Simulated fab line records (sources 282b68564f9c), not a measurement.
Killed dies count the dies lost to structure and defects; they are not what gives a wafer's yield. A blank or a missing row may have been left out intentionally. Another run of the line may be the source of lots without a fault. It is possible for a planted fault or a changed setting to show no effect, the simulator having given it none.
A struck lot beside a sound one	flow ritCmos	21 steps out of a route of 202
Sound: wafers L962.1, L962.2, L962.3. The struck wafers were L968.4, L968.5, L968.6. Last of all comes the cause.
Order at every step that has rows: each side's tool, ch and its chambers, its first start. Under that, the readings that differ: sound wafers	struck wafers	difference of the means	sigmas: that difference in standard deviations of wafers without a fault.
alike: same words and numbers on both sides, and readings whose means sit less than 2 such deviations apart. not compared: any withheld reading, any reading some wafer has no value for, any bound like >300 that may hide the same value, and any number with overlapping values for which the record gives no deviation.
A row with sigmas, a row that says differs or no value, or rows on one side alone: a step with any of these is where the two part. Numbers that don't overlap but have no deviation are shown without sigmas and don't part them. A reading missing from all wafers of one side parts the sides only when that side holds two or more wafers.

first, 6 steps without rows for these wafers: RIT_NRETRO_HMDS_00 (prime time 60 s); RIT_NRETRO_COAT_01 (resist thk 1300 nm); RIT_NRETRO_SOFTBAKE_02 (time 60 s); RIT_NRETRO_EXPOSE_03 (exposes mask M4, target cd 43900 nm); RIT_NRETRO_PEB_04; RIT_NRETRO_DEVELOP_05 (develop time 68 s).
RIT_NRETRO_OVL_MEAS_06:
  sound: overlay-02 at day 3 21:57; struck: overlay-01 at day 5 04:28
  alike: NRETRO_OVL
then, 2 steps without rows for these wafers: RIT_NRETRO_HARDBAKE_07 (time 120 s); RIT_NRETRO_IMPLANT_08.
RIT_NRETRO_STRIP_09: strips in O2, time 180 s.
  sound on plasmaAsher-02 ch 0,1, day 3 22:23; struck on plasmaAsher-02 ch 0,1, day 5 04:56
  alike: drypumpMotorCurrentA, rfReflPowerW
  not compared: rfHoursCounterH
RIT_NRETRO_TW_MEAS_10:
  sound: filmMetro-02 at day 3 22:34; struck: filmMetro-01 at day 5 05:05
  alike: NRETRO_TW
then, 1 step without rows for these wafers: RIT_PRETRO_HMDS_00 (prime time 60 s).
RIT_PRETRO_COAT_01: resist thk 1300 nm.
  sound on lithoTrack-03 ch 0, day 3 22:46; struck on lithoTrack-02 ch 0, day 5 05:20
reading	sound	struck	difference	sigmas
spinSpeedRpm (rpm)	2000.2 2001.4 1999.3	2089.4 2088.2 2086.9	+87.9	+59
model.NOVOLAK_of_PRETRO_COAT_01.thkNm (nm)	1299 1299 1300	1274 1269 1276	-26	
  alike: exhaustPa
then, 4 steps without rows for these wafers: RIT_PRETRO_SOFTBAKE_02 (time 60 s); RIT_PRETRO_EXPOSE_03 (exposes mask M5, target cd 43700 nm); RIT_PRETRO_PEB_04; RIT_PRETRO_DEVELOP_05 (develop time 68 s).
RIT_PRETRO_OVL_MEAS_06:
  sound: overlay-01 at day 3 23:30; struck: overlay-02 at day 5 06:01
  alike: PRETRO_OVL
RIT_PRETRO_HARDBAKE_07: time 120 s.
  sound on lithoTrack-02 ch 0, day 3 23:32; struck on lithoTrack-03 ch 0, day 5 06:09
reading	sound	struck	difference	sigmas
model.NOVOLAK_of_PRETRO_COAT_01.thkNm (nm)	1136 1136 1137	1114 1110 1116	-23	
  alike: exhaustPa
after that, 1 step had no rows for these wafers: RIT_PRETRO_IMPLANT_08.
RIT_M1_PROBE_99:
  sound: prober-01 at day 5 02:45; struck: prober-02 at day 6 08:20
  alike: killed_at_M0_to_M3, killedAtContacts, killedAtFrontEnd, killedDies, killedOpen, killedShort

WHERE THEY PART
RIT_PRETRO_COAT_01 only, going by this record. Later steps at which nothing parts them and some readings are alike: RIT_PRETRO_OVL_MEAS_06, RIT_PRETRO_HARDBAKE_07, RIT_M1_PROBE_99.

WHY: the cause the simulator had injected
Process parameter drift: lithoTrack-02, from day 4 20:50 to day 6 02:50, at RIT_PRETRO_COAT_01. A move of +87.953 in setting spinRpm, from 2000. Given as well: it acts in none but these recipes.
